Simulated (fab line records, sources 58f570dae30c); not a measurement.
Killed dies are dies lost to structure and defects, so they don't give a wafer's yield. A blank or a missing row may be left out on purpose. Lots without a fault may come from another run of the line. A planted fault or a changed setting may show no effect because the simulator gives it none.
Split-lot experiment | flow berkeley_cmos170 | 5 lots, 27 wafers read, on a route of 331 steps

THE SPLIT
At UCB170_START_OXIDATION_02 (target thk 20 nm, ox time 1800 s), the setting ox_time_s was moved away from the recipe's 1800 s on 18 of the 27 wafers read, by -51.2% to -24.7%. The other wafers ran this setting at the recipe's value.

The file shows no step between the split and the reading.

THE READING
START_OXIDE_THK, in nm, at UCB170_START_THK_MEAS_03. Fault-free wafers of this fab line usually give 20.1 nm, standard deviation 0.4 nm.

wafer  | tool, chamber at the split | ox_time_s as run, s | against the recipe | START_OXIDE_THK, nm | against lot-mates on the recipe
L075.1 | furnace-02, 0              | 1800                | recipe             | 20.3                | -
L075.4 | furnace-02, 0              | 1800                | recipe             | 20.0                | -
L075.6 | furnace-02, 0              | 1800                | recipe             | 20.0                | -
L076.1 | -, -                       | 1800                | recipe             | 20.8                | -
L076.2 | -, -                       | 1800                | recipe             | 21.1                | -
L076.3 | -, -                       | 1800                | recipe             | 20.6                | -
L076.4 | -, -                       | 1800                | recipe             | 20.7                | -
L076.5 | -, -                       | 1800                | recipe             | 20.7                | -
L076.6 | -, -                       | 1800                | recipe             | 20.6                | -
L077.1 | -, -                       | 1355                | -24.7%             | 16.9                | no lot-mate on the recipe
L077.2 | -, -                       | 1355                | -24.7%             | 16.9                | no lot-mate on the recipe
L077.3 | -, -                       | 1355                | -24.7%             | 16.7                | no lot-mate on the recipe
L077.4 | -, -                       | 1355                | -24.7%             | 16.4                | no lot-mate on the recipe
L077.5 | -, -                       | 1355                | -24.7%             | 16.4                | no lot-mate on the recipe
L077.6 | -, -                       | 1355                | -24.7%             | 16.4                | no lot-mate on the recipe
L078.1 | -, -                       | 1176                | -34.7%             | 14.6                | no lot-mate on the recipe
L078.2 | -, -                       | 1176                | -34.7%             | 14.8                | no lot-mate on the recipe
L078.3 | -, -                       | 1176                | -34.7%             | 14.9                | no lot-mate on the recipe
L078.4 | -, -                       | 1176                | -34.7%             | 14.6                | no lot-mate on the recipe
L078.5 | -, -                       | 1176                | -34.7%             | 14.9                | no lot-mate on the recipe
L078.6 | -, -                       | 1176                | -34.7%             | 15.0                | no lot-mate on the recipe
L080.1 | -, -                       | 878.7               | -51.2%             | 12.6                | no lot-mate on the recipe
L080.2 | -, -                       | 878.7               | -51.2%             | 12.3                | no lot-mate on the recipe
L080.3 | -, -                       | 878.7               | -51.2%             | 12.7                | no lot-mate on the recipe
L080.4 | -, -                       | 878.7               | -51.2%             | 12.8                | no lot-mate on the recipe
L080.5 | -, -                       | 878.7               | -51.2%             | 13.1                | no lot-mate on the recipe
L080.6 | -, -                       | 878.7               | -51.2%             | 12.8                | no lot-mate on the recipe

THE FIT
A straight line over all 27 wafers: START_OXIDE_THK changes by +0.155 nm for each +1% of ox_time_s; r = +0.99; the points scatter about the line by 0.32 nm.
Too few moved wafers have a lot-mate on the recipe to fit a line with each lot's own level taken away.

THE WHOLE CHAIN: every reading that the file lists as answering this split, in the file's order
step                      | what it does                     | reading                                                                            | change (the file's fit)               | r (the file's)
UCB170_START_OXIDATION_02 | target thk 20 nm, ox time 1800 s | SiO2_of_START_OXIDATION_02.thk_nm (the simulator's own value, which no gauge read) | +0.155 nm for each +1% of the setting | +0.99
UCB170_START_THK_MEAS_03  |                                  | START_OXIDE_THK                                                                    | +0.155 for each +1% of the setting    | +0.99

THE FILE'S OWN FIT
START_OXIDE_THK changes by +0.155 nm for each +1% of ox_time_s, r = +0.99.
